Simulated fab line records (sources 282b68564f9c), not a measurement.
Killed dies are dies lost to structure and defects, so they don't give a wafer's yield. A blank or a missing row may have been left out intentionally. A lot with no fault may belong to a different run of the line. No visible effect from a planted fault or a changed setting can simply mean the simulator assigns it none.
fab line records	flow rit-cmos
[record] lots = 15	wafers = 45	last-day = 7
route steps=202 shown FOX2@27 NRETRO@59 GATE@87 NLDD@113 M1@202
lots that met no fault: from a run of the same line without faults
start-h: hours from the record's first day to the start of the lot's first wafer shown	wait-h: hours elapsed since this lot's preceding step	" repeats the value in the row above	L1.1+2: several wafers, shown together as one row	- no value, or no start given	* or withheld: withheld	< > ~ a bound
route shown NAME@n: names a module that has steps shown in the file, with the first one's number in the route	usual: mean and standard deviation over wafers with no fault	same: alike in all rows	chamber/n: place in a boat	sites: the reading at each site	_std_site: standard deviation across them	_edge_site: mean of outer sites minus mean of inner sites	radius-mm: how far each site lies from the wafer's centre	mask NAME#n: copy n	behind: the tool/chamber that last shaped the wafer	hold: the reason the lot was held/the length of the hold in hours/how it ended	device: which transistor (n, p or np) failed to switch	end of line: tests of these same wafers at the route's end	step lacking rows: just its recipe	killed: not the wafer's yield, but the dies lost to structure and defects at the first sort	map: a wafer's dies, x killed, . not, _ none there
set.NAME: setting as actually run; set.NAME@STEP: the setting as run at that earlier step	model.NAME: the simulator's own value behind a step, which no gauge read
the route's steps for a sample of lots (tables are steps, rows are wafers)
[[steps]]
[step RIT_FOX2_THK_MEAS_90]
[recipe] reads = SiO2_of_FOX2_OXIDATION_00
[usual] FIELD_OXIDE_LEFT_1_THK = 323/7.9
lot.wafer	tool	chamber	start-h	wait-h	FIELD_OXIDE_LEFT_1_THK[nm]
L671.2	film-metro-03	-	23.22	0.0	329
L671.5	"	-	"	"	327
L671.6	"	-	"	"	327
L672.1	film-metro-03	-	31.61	0.0	327
L672.2	"	-	"	"	317
L672.4	"	-	"	"	319
L673.1	film-metro-03	-	33.32	0.0	313
L673.2	"	-	"	"	323
L673.3	"	-	"	"	317
L674.2	film-metro-03	-	38.48	0.0	322
L674.3	"	-	"	"	321
L674.5	"	-	"	"	322
L675.1	film-metro-03	-	44.87	0.0	308
L675.2	"	-	"	"	312
L675.5	"	-	"	"	312
L678.3	film-metro-03	-	55.95	0.0	316
L678.5	"	-	"	"	314
L678.6	"	-	"	"	310
L679.1	film-metro-04	-	61.23	0.0	332
L679.2	"	-	"	"	332
L679.6	"	-	"	"	327
L681.3	film-metro-03	-	71.98	0.0	316
L681.4	"	-	"	"	314
L681.5	"	-	"	"	314
L683.1	film-metro-01	-	85.13	0.0	317
L683.2	"	-	"	"	320
L683.6	"	-	"	"	317
L685.1	film-metro-03	-	95.12	0.0	327
L685.2	"	-	"	"	328
L685.6	"	-	"	"	328
L686.1	film-metro-04	-	100.40	0.0	320
L686.3	"	-	"	"	316
L686.4	"	-	"	"	323
L689.3	film-metro-04	-	117.70	0.0	317
L689.4	"	-	"	"	315
L689.5	"	-	"	"	313
L690.1	film-metro-04	-	121.69	0.0	330
L690.3	"	-	"	"	327
L690.5	"	-	"	"	331
L693.1	film-metro-01	-	135.44	0.0	317
L693.3	"	-	"	"	323
L693.4	"	-	"	"	313
L694.1	film-metro-04	-	139.26	0.0	330
L694.2	"	-	"	"	333
L694.5	"	-	"	"	332
[step RIT_NRETRO_OVL_MEAS_06]
[usual] NRETRO_OVL = 1.6/1.4
lot.wafer	tool	chamber	start-h	wait-h	NRETRO_OVL[nm]
L671.2	overlay-02	-	33.93	-	2.9
L671.5	"	-	"	"	2.5
L671.6	"	-	"	"	3.3
L672.1	overlay-02	-	43.80	-	3.3
L672.2	"	-	"	"	2.8
L672.4	"	-	"	"	2.4
L673.1	overlay-01	-	44.06	-	0.8
L673.2	"	-	"	"	0.8
L673.3	"	-	"	"	1.5
L674.2	overlay-01	-	49.95	-	1.2
L674.3	"	-	"	"	1.6
L674.5	"	-	"	"	2.1
L675.1	overlay-02	-	54.86	-	1.9
L675.2	"	-	"	"	2.2
L675.5	"	-	"	"	1.1
L678.3	overlay-02	-	65.81	-	2.7
L678.5	"	-	"	"	1.8
L678.6	"	-	"	"	3.8
L679.1	overlay-02	-	71.02	-	1.8
L679.2	"	-	"	"	2.7
L679.6	"	-	"	"	2.0
L681.3	overlay-02	-	84.13	-	0.4
L681.4	"	-	"	"	1.5
L681.5	"	-	"	"	0.9
L683.1	overlay-02	-	98.17	-	1.1
L683.2	"	-	"	"	1.0
L683.6	"	-	"	"	0.2
L685.1	overlay-01	-	105.04	-	-0.4
L685.2	"	-	"	"	0.9
L685.6	"	-	"	"	1.0
L686.1	overlay-01	-	112.33	-	1.2
L686.3	"	-	"	"	3.4
L686.4	"	-	"	"	1.6
L689.3	overlay-01	-	129.35	-	3.2
L689.4	"	-	"	"	3.3
L689.5	"	-	"	"	2.0
L690.1	overlay-01	-	132.50	-	0.3
L690.3	"	-	"	"	2.9
L690.5	"	-	"	"	3.2
L693.1	overlay-02	-	146.50	-	0.7
L693.3	"	-	"	"	0.8
L693.4	"	-	"	"	2.0
L694.1	overlay-02	-	150.12	-	1.5
L694.2	"	-	"	"	1.0
L694.5	"	-	"	"	3.6
[step RIT_GATE_COAT_11]
[recipe] resist = NOVOLAK	spin-rpm = 4207	resist-thk-nm = 850
[usual] spin-speed-rpm = 4206.8/2.8
lot.wafer	tool	chamber	start-h	wait-h	spin-speed-rpm
L671.2	litho-track-04	0	45.67	0.1	4205.4
L671.5	"	0	"	"	4203.3
L671.6	"	0	"	"	4206.1
L672.1	litho-track-01	0	50.54	0.1	4203.2
L672.2	"	0	"	"	4202.8
L672.4	"	0	"	"	4208.2
L673.1	litho-track-03	0	50.54	0.1	4208.3
L673.2	"	0	"	"	4208.9
L673.3	"	0	"	"	4203.0
L674.2	litho-track-03	0	59.43	0.1	4201.0
L674.3	"	0	"	"	4205.6
L674.5	"	0	"	"	4207.9
L675.1	litho-track-03	0	62.94	0.1	4212.3
L675.2	"	0	"	"	4206.4
L675.5	"	0	"	"	4207.2
L678.3	litho-track-04	0	72.13	0.1	4201.7
L678.5	"	0	"	"	4200.6
L678.6	"	0	"	"	4208.3
L679.1	litho-track-04	0	79.67	0.1	4207.4
L679.2	"	0	"	"	4211.5
L679.6	"	0	"	"	4205.1
L681.3	litho-track-04	0	97.60	0.1	4204.3
L681.4	"	0	"	"	4209.8
L681.5	"	0	"	"	4205.0
L683.1	litho-track-01	0	110.01	0.1	4210.0
L683.2	"	0	"	"	4206.8
L683.6	"	0	"	"	4205.7
L685.1	litho-track-01	0	118.18	0.1	4204.4
L685.2	"	0	"	"	4204.6
L685.6	"	0	"	"	4206.8
L686.1	litho-track-03	0	122.12	0.1	4206.6
L686.3	"	0	"	"	4204.5
L686.4	"	0	"	"	4208.5
L689.3	litho-track-03	0	137.06	0.1	4208.7
L689.4	"	0	"	"	4211.1
L689.5	"	0	"	"	4208.4
L690.1	litho-track-03	0	140.37	0.1	4203.1
L690.3	"	0	"	"	4205.6
L690.5	"	0	"	"	4204.9
L693.1	litho-track-04	0	153.53	0.1	4207.8
L693.3	"	0	"	"	4210.5
L693.4	"	0	"	"	4204.3
L694.1	litho-track-03	0	156.92	0.1	4207.4
L694.2	"	0	"	"	4206.5
L694.5	"	0	"	"	4202.7
[step RIT_GATE_CD_MEAS_16]
[recipe] target-cd-nm = 150
[usual] cd-nm = 151/3.1
lot.wafer	tool	chamber	start-h	wait-h	cd-nm
L671.2	cd-sem-01	-	46.64	-	151
L671.5	"	-	"	"	153
L671.6	"	-	"	"	152
L672.1	cd-sem-02	-	51.24	-	151
L672.2	"	-	"	"	150
L672.4	"	-	"	"	151
L673.1	cd-sem-01	-	51.52	-	150
L673.2	"	-	"	"	151
L673.3	"	-	"	"	150
L674.2	cd-sem-01	-	60.25	-	152
L674.3	"	-	"	"	152
L674.5	"	-	"	"	149
L675.1	cd-sem-02	-	63.66	-	152
L675.2	"	-	"	"	153
L675.5	"	-	"	"	150
L678.3	cd-sem-02	-	72.82	-	63
L678.5	"	-	"	"	63
L678.6	"	-	"	"	63
L679.1	cd-sem-02	-	80.50	-	66
L679.2	"	-	"	"	72
L679.6	"	-	"	"	68
L681.3	cd-sem-02	-	98.47	-	83
L681.4	"	-	"	"	84
L681.5	"	-	"	"	83
L683.1	cd-sem-01	-	110.71	-	152
L683.2	"	-	"	"	151
L683.6	"	-	"	"	153
L685.1	cd-sem-01	-	119.20	-	151
L685.2	"	-	"	"	152
L685.6	"	-	"	"	149
L686.1	cd-sem-01	-	122.95	-	152
L686.3	"	-	"	"	150
L686.4	"	-	"	"	150
L689.3	cd-sem-02	-	137.92	-	146
L689.4	"	-	"	"	145
L689.5	"	-	"	"	145
L690.1	cd-sem-01	-	141.35	-	153
L690.3	"	-	"	"	152
L690.5	"	-	"	"	151
L693.1	cd-sem-01	-	154.36	-	150
L693.3	"	-	"	"	151
L693.4	"	-	"	"	153
L694.1	cd-sem-01	-	157.83	-	151
L694.2	"	-	"	"	147
L694.5	"	-	"	"	144
[step RIT_NLDD_TW_MEAS_10]
[usual] NLDD_TW = 2497/15
lot.wafer	tool	chamber	start-h	wait-h	NLDD_TW
L671.2	film-metro-03	-	52.41	0.1	2519
L671.5	"	-	"	"	2512
L671.6	"	-	"	"	2521
L672.1	film-metro-03	-	56.92	0.1	2504
L672.2	"	-	"	"	2510
L672.4	"	-	"	"	2517
L673.1	film-metro-02	-	57.13	0.1	2494
L673.2	"	-	"	"	2499
L673.3	"	-	"	"	2513
L674.2	film-metro-04	-	65.75	0.4	2465
L674.3	"	-	"	"	2469
L674.5	"	-	"	"	2471
L675.1	film-metro-02	-	68.83	0.1	2496
L675.2	"	-	"	"	2489
L675.5	"	-	"	"	2506
L683.1	film-metro-04	-	118.96	0.1	2493
L683.2	"	-	"	"	2493
L683.6	"	-	"	"	2484
L685.1	film-metro-02	-	125.14	0.1	2494
L685.2	"	-	"	"	2482
L685.6	"	-	"	"	2487
L686.1	film-metro-03	-	128.24	0.1	2508
L686.3	"	-	"	"	2511
L686.4	"	-	"	"	2510
L689.3	film-metro-03	-	143.16	0.1	2498
L689.4	"	-	"	"	2501
L689.5	"	-	"	"	2503
L690.1	film-metro-04	-	147.74	0.1	2458
L690.3	"	-	"	"	2473
L690.5	"	-	"	"	2474
L693.1	film-metro-02	-	160.61	0.1	2512
L693.3	"	-	"	"	2520
L693.4	"	-	"	"	2502
L694.1	film-metro-04	-	163.22	0.1	2492
L694.2	"	-	"	"	2473
L694.5	"	-	"	"	2477
[step RIT_M1_PROBE_99]
[usual] killed_at_M0_to_M3 = 0.0/0.12	killed-at-contacts = 0.1/0.25	killed-at-front-end = 7/3.2	killed-dies = 7/3.2	killed-on-rim = 2.1/1.5	killed-open = 3.5/2.2	killed-short = 3.6/2.1
[same] gross-dies = 264	killed_at_M4_up = 0	killed-at-back-side = 0	killed-at-other = 0
lot.wafer	tool	chamber	start-h	wait-h	killed_at_M0_to_M3	killed-at-contacts	killed-at-front-end	killed-dies	killed-on-rim	killed-open	killed-short
L671.2	prober-02	-	67.38	0.1	0	0	6	6	1	6	0
L671.5	prober-02	-	67.53	0.2	0	0	10	10	0	1	9
L671.6	prober-02	-	67.58	0.2	0	0	6	6	2	3	3
L672.1	prober-01	-	72.81	0.1	0	0	2	2	0	2	0
L672.2	prober-01	-	72.86	0.1	0	0	2	2	1	1	1
L672.4	prober-01	-	72.96	0.2	0	0	10	10	6	5	5
L673.1	prober-02	-	74.31	0.1	0	0	1	1	0	0	1
L673.2	prober-02	-	74.36	0.1	0	0	10	10	2	4	6
L673.3	prober-02	-	74.41	0.2	0	0	6	6	0	1	5
L674.2	prober-01	-	80.51	0.1	0	0	9	9	3	4	5
L674.3	prober-01	-	80.56	0.2	0	0	5	5	3	4	1
L674.5	prober-01	-	80.66	0.2	0	0	8	8	5	7	1
L675.1	prober-02	-	83.98	0.1	0	0	7	7	1	4	3
L675.2	prober-02	-	84.03	0.1	0	0	6	6	2	3	3
L675.5	prober-02	-	84.18	0.2	0	0	9	9	2	6	3
L678.3	prober-01	-	94.97	0.2	0	0	264	264	70	4	5
L678.5	prober-01	-	95.07	0.2	0	0	264	264	70	2	5
L678.6	prober-01	-	95.12	0.2	0	0	264	264	70	2	1
L679.1	prober-02	-	103.61	0.1	0	0	264	264	70	3	7
L679.2	prober-02	-	103.66	0.1	0	0	264	264	70	0	3
L679.6	prober-02	-	103.86	0.2	0	0	264	264	70	4	2
L681.3	prober-02	-	120.09	0.2	1	0	263	264	70	2	2
L681.4	prober-02	-	120.14	0.2	0	0	264	264	70	2	1
L681.5	prober-02	-	120.19	0.2	0	0	264	264	70	4	1
L683.1	prober-02	-	134.85	0.1	0	0	5	5	2	0	5
L683.2	prober-02	-	134.90	0.1	0	0	10	10	2	4	6
L683.6	prober-02	-	135.10	0.2	0	0	7	7	1	4	3
L685.1	prober-02	-	141.76	0.1	0	0	10	10	1	7	3
L685.2	prober-02	-	141.81	0.1	0	1	5	6	1	4	2
L685.6	prober-02	-	142.01	0.2	0	0	7	7	4	5	2
L686.1	prober-01	-	143.50	0.1	0	0	7	7	2	4	3
L686.3	prober-01	-	143.60	0.2	0	0	8	8	2	3	5
L686.4	prober-01	-	143.65	0.2	0	0	9	9	1	5	4
L689.3	prober-02	-	160.01	0.2	0	0	3	3	2	2	1
L689.4	prober-02	-	160.06	0.2	0	0	9	9	4	5	4
L689.5	prober-02	-	160.11	0.2	0	0	10	10	3	4	6
L690.1	prober-02	-	164.77	0.1	0	0	6	6	2	3	3
L690.3	prober-02	-	164.87	0.2	0	0	5	5	1	2	3
L690.5	prober-02	-	164.97	0.2	0	0	3	3	0	0	3
L693.1	prober-02	-	175.85	0.1	0	0	7	7	1	4	3
L693.3	prober-02	-	175.95	0.2	0	0	5	5	3	3	2
L693.4	prober-02	-	176.00	0.2	0	0	10	10	2	6	4
L694.1	prober-01	-	178.36	0.1	0	0	8	8	3	0	8
L694.2	prober-01	-	178.41	0.1	0	0	7	7	2	7	0
L694.5	prober-01	-	178.56	0.2	0	0	8	8	2	2	6
// killed by level:class
L671.2 FOX1:geometric-particle:open=3 GATE:geometric-particle:open=2 FOX2:geometric-particle:open=1
L671.5 GATE:geometric-particle:short=6 SPACER:geometric-particle:short=2 REOX:geometric-particle:short=1 REOX:geometric-particle:open=1
L671.6 GATE:geometric-particle:open=2 GATE:geometric-particle:short=2 SPACER:geometric-particle:open=1 SPACER:geometric-particle:short=1
L672.1 FOX2:geometric-particle:open=1 SILICIDE:geometric-particle:open=1
L672.2 FOX1:geometric-particle:open=1 GATE:geometric-particle:short=1
L672.4 GATE:geometric-particle:short=3 SILICIDE:geometric-particle:open=3 FOX1:geometric-particle:short=1 FOX2:geometric-particle:open=1 GATE:geometric-particle:open=1 SILICIDE:geometric-particle:short=1
L673.1 GATE:geometric-particle:short=1
L673.2 GATE:geometric-particle:short=5 SPACER:geometric-particle:open=2 FOX2:geometric-particle:open=1 GATE:geometric-particle:open=1 REOX:geometric-particle:short=1
L673.3 SPACER:geometric-particle:short=3 GATE:geometric-particle:short=1 REOX:geometric-particle:short=1 SPACER:geometric-particle:open=1
L674.2 FOX1:geometric-particle:short=2 GATE:geometric-particle:short=2 FOX1:geometric-particle:open=1 FOX2:geometric-particle:open=1 GATE:geometric-particle:open=1 SPACER:geometric-particle:short=1 SILICIDE:geometric-particle:open=1
L674.3 GATE:geometric-particle:open=3 FOX1:geometric-particle:short=1 REOX:geometric-particle:open=1
L674.5 FOX1:geometric-particle:open=4 FOX1:geometric-particle:short=1 FOX2:geometric-particle:open=1 GATE:geometric-particle:open=1 SILICIDE:geometric-particle:open=1
L675.1 FOX1:geometric-particle:short=2 FOX1:geometric-particle:open=2 GATE:geometric-particle:open=2 GATE:geometric-particle:short=1
L675.2 FOX1:geometric-particle:short=2 GATE:geometric-particle:open=1 GATE:geometric-particle:short=1 REOX:geometric-particle:open=1 SPACER:geometric-particle:open=1
L675.5 GATE:geometric-particle:open=5 GATE:geometric-particle:short=2 FOX1:geometric-particle:short=1 FOX1:geometric-particle:open=1
L678.3 GATE:area-expose=255 GATE:geometric-particle:open=2 GATE:geometric-particle:short=2 REOX:geometric-particle:open=2 ACTIVE:geometric-particle:short=1 SPACER:geometric-particle:short=1 SILICIDE:geometric-particle:short=1
L678.5 GATE:area-expose=257 SILICIDE:geometric-particle:short=2 FOX1:geometric-particle:short=1 FOX2:geometric-particle:short=1 GATE:geometric-particle:open=1 REOX:geometric-particle:open=1 REOX:geometric-particle:short=1
L678.6 GATE:area-expose=261 REOX:geometric-particle:open=1 SPACER:geometric-particle:open=1 SILICIDE:geometric-particle:short=1
L679.1 GATE:area-expose=254 GATE:geometric-particle:short=4 GATE:geometric-particle:open=3 SILICIDE:geometric-particle:short=3
L679.2 GATE:area-expose=261 GATE:geometric-particle:short=2 SPACER:geometric-particle:short=1
L679.6 GATE:area-expose=258 GATE:geometric-particle:open=4 FOX1:geometric-particle:short=1 GATE:geometric-particle:short=1
L681.3 GATE:area-expose=260 FOX2:geometric-particle:open=2 REOX:geometric-particle:short=1 M1:geometric-particle:short=1
L681.4 GATE:area-expose=261 FOX1:geometric-particle:short=1 GATE:geometric-particle:open=1 SILICIDE:geometric-particle:open=1
L681.5 GATE:area-expose=259 GATE:geometric-particle:open=3 ACTIVE:geometric-particle:short=1 SILICIDE:geometric-particle:open=1
L683.1 FOX1:geometric-particle:short=3 FOX2:geometric-particle:short=1 REOX:geometric-particle:short=1
L683.2 GATE:geometric-particle:short=3 SILICIDE:geometric-particle:open=2 FOX1:geometric-particle:short=1 FOX2:geometric-particle:short=1 FOX2:geometric-particle:open=1 GATE:geometric-particle:open=1 SPACER:geometric-particle:short=1
L683.6 REOX:geometric-particle:open=3 GATE:geometric-particle:short=2 FOX1:geometric-particle:short=1 SILICIDE:geometric-particle:open=1
L685.1 SILICIDE:geometric-particle:open=3 FOX2:geometric-particle:open=2 GATE:geometric-particle:open=2 FOX1:geometric-particle:short=1 FOX2:geometric-particle:short=1 GATE:geometric-particle:short=1
L685.2 GATE:geometric-particle:short=1 GATE:geometric-particle:open=1 REOX:geometric-particle:open=1 SPACER:geometric-particle:open=1 SILICIDE:geometric-particle:short=1 CONTACT:geometric-particle:open=1
L685.6 SILICIDE:geometric-particle:open=2 FOX1:geometric-particle:open=1 FOX1:geometric-particle:short=1 FOX2:geometric-particle:open=1 GATE:geometric-particle:short=1 SPACER:geometric-particle:open=1
L686.1 GATE:geometric-particle:open=3 FOX1:geometric-particle:short=1 FOX2:geometric-particle:short=1 GATE:geometric-particle:short=1 SPACER:geometric-particle:open=1
L686.3 FOX1:geometric-particle:open=2 SPACER:geometric-particle:short=2 SILICIDE:geometric-particle:short=2 REOX:geometric-particle:short=1 REOX:geometric-particle:open=1
L686.4 FOX2:geometric-particle:short=2 REOX:geometric-particle:open=2 SILICIDE:geometric-particle:open=2 FOX1:geometric-particle:short=1 FOX1:geometric-particle:open=1 REOX:geometric-particle:short=1
L689.3 FOX1:geometric-particle:open=1 GATE:geometric-particle:open=1 GATE:geometric-particle:short=1
L689.4 GATE:geometric-particle:open=2 GATE:geometric-particle:short=2 FOX1:geometric-particle:short=1 FOX1:geometric-particle:open=1 FOX2:geometric-particle:short=1 REOX:geometric-particle:open=1 SPACER:geometric-particle:open=1
L689.5 GATE:geometric-particle:short=4 GATE:geometric-particle:open=2 FOX1:geometric-particle:short=1 FOX1:geometric-particle:open=1 REOX:geometric-particle:open=1 SPACER:geometric-particle:short=1
L690.1 FOX1:geometric-particle:open=2 GATE:geometric-particle:short=2 GATE:geometric-particle:open=1 SILICIDE:geometric-particle:short=1
L690.3 GATE:geometric-particle:short=2 FOX1:geometric-particle:open=1 SILICIDE:geometric-particle:open=1 SILICIDE:geometric-particle:short=1
L690.5 FOX1:geometric-particle:short=2 REOX:geometric-particle:short=1
L693.1 GATE:geometric-particle:short=2 SPACER:geometric-particle:open=2 GATE:geometric-particle:open=1 REOX:geometric-particle:short=1 SILICIDE:geometric-particle:open=1
L693.3 GATE:geometric-particle:open=2 FOX1:geometric-particle:short=1 FOX1:geometric-particle:open=1 GATE:geometric-particle:short=1
L693.4 GATE:geometric-particle:open=3 FOX1:geometric-particle:open=2 GATE:geometric-particle:short=2 REOX:geometric-particle:open=1 REOX:geometric-particle:short=1 SILICIDE:geometric-particle:short=1
L694.1 GATE:geometric-particle:short=3 REOX:geometric-particle:short=2 FOX1:geometric-particle:short=1 SPACER:geometric-particle:short=1 SILICIDE:geometric-particle:short=1
L694.2 FOX1:geometric-particle:open=3 REOX:geometric-particle:open=3 GATE:geometric-particle:open=1
L694.5 FOX2:geometric-particle:short=2 ACTIVE:geometric-particle:short=1 FOX1:geometric-particle:open=1 FOX1:geometric-particle:short=1 REOX:geometric-particle:open=1 GATE:geometric-particle:short=1 REOX:geometric-particle:short=1
[[key]]
[first-sign] step = RIT_GATE_CD_MEAS_16	reading = cd-nm	direction = down	sigmas = 26	usual = 151	struck = 72	through = control-loop
[effect] step = RIT_M1_PROBE_99	reading = killed-dies	direction = up	sigmas = 80	usual = 7	struck = 264
[more-kills-born-at] RIT_GATE_EXPOSE_13@iline-stepper-02 = 1553	RIT_GATE_EXPOSE_13@iline-stepper-01 = 773
met-at RIT_GATE_COAT_11
struck-lots L678,L679,L681
later-rows-left-out L678.3,L678.5,L678.6,L679.1,L679.2,L679.6,L681.3,L681.4,L681.5
tester-left-out L678,L679,L681
[loop-trim] step = RIT_GATE_EXPOSE_13	setting = dose	lots = L681
not-acting-at RIT_FOX2_THK_MEAS_90,RIT_NRETRO_OVL_MEAS_06,RIT_NLDD_TW_MEAS_10
onset-between 45.67 72.13
[fault] kind = process-parameter-drift	tool = litho-track-04	chamber = -	onset-h = 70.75	steps = RIT_GATE_COAT_11	channel = resist-thk-nm	offset = -382.5	shape = step	end-h = 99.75	acts-in = these-recipes-only	stated = 850
// tester-left-out: of these lots the tester's yield and bins aren't shown, on N5 and GAA mostly nor the transistor test; their killed dies are dies lost to structure and defects alone, not to doping, threshold or leakage, so they don't give the yield
// later-rows-left-out: the simulator's readings of these wafers behind a module that went badly wrong aren't trusted and aren't shown, but for the sort
// loop-trim: a control loop set the setting to another value than it would have without faults
